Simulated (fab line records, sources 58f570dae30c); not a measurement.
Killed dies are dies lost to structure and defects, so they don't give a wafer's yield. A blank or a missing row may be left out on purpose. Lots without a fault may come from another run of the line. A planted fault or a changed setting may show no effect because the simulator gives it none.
Which tool did it? | flow berkeley_cmos170 | 7 lots, 21 wafers sampled, at 3 steps of a route of 331

WHAT THE GAUGES READ, wafer by wafer
UCB170_V1_CD_MEAS_90: target cd 700 nm.
lot  | measured     | on        | cd_nm (nm)
L989 | day 8 05:01  | cd_sem-01 | 700.8 700.0 699.6
L993 | day 9 00:49  | cd_sem-01 | 698.0 700.7 699.4
L995 | day 9 10:08  | cd_sem-01 | 700.4 699.6 701.2
L998 | day 9 23:56  | cd_sem-01 | 703.5 700.0 701.9
L100 | day 10 16:22 | cd_sem-02 | - - -
L103 | day 11 10:14 | cd_sem-01 | 699.5 701.5 701.2
L108 | day 12 06:22 | cd_sem-02 | 697.7 696.3 698.6

WHICH TOOL RAN EACH LOT (tool, then ch and the chambers of the sampled wafers, then the start)
lot  | UCB170_V1_ETCH_14                  | UCB170_V1_STRIP_15
L989 | rie_diel-03 ch 1,2, day 8 04:41    | plasma_asher-01 ch 0,1, day 8 04:53
L993 | rie_diel-04 ch 1,3, day 9 00:32    | plasma_asher-01 ch 0,1, day 9 00:43
L995 | rie_diel-01 ch 0,1, day 9 09:51    | plasma_asher-01 ch 0,1, day 9 10:02
L998 | rie_diel-04 ch 0,2, day 9 23:40    | plasma_asher-01 ch 0,1, day 9 23:50
L100 | rie_diel-04 ch 2,3, day 10 16:05   | plasma_asher-01 ch 0,1, day 10 16:16
L103 | rie_diel-04 ch 0,3, day 11 09:55   | plasma_asher-01 ch 0,1, day 11 10:08
L108 | rie_diel-01 ch 0,2,3, day 12 06:05 | plasma_asher-03 ch 0,1, day 12 06:16
- UCB170_V1_ETCH_14: etches SiO2 in CHF3/CF4/Ar, stops on Al, target depth 1250 nm, time 291 s.
- UCB170_V1_STRIP_15: strips in O2.

THE ANSWER, worked out from the rows above alone
Rule: what is usual is taken from the lots themselves. Put in order of their means at a reading, lots are off if they are a third of the lots or fewer, leave a main group of 4 or more, and stand apart from it by a gap of 3 or more times the standard deviation of the main group's means; of several such gaps the widest counts. A main group whose means are all the same, to the digits that the tables above print for the reading, isn't used. A lot without any number at a reading at which 4 lots or more have one is off too. The other lots that the step has rows for count as sound.
Off: L100, at UCB170_V1_CD_MEAS_90 (cd_nm). Without a number there: L100. The main group: mean 700.0 nm, standard deviation 1.3.
A tool fits if, at a process step before that reading, it ran every lot that is off, and no sound lot after the first of them. The gauges at UCB170_V1_CD_MEAS_90 are tried like those tools. None of those tried fits.

WHAT THE SIMULATOR HAD PUT IN
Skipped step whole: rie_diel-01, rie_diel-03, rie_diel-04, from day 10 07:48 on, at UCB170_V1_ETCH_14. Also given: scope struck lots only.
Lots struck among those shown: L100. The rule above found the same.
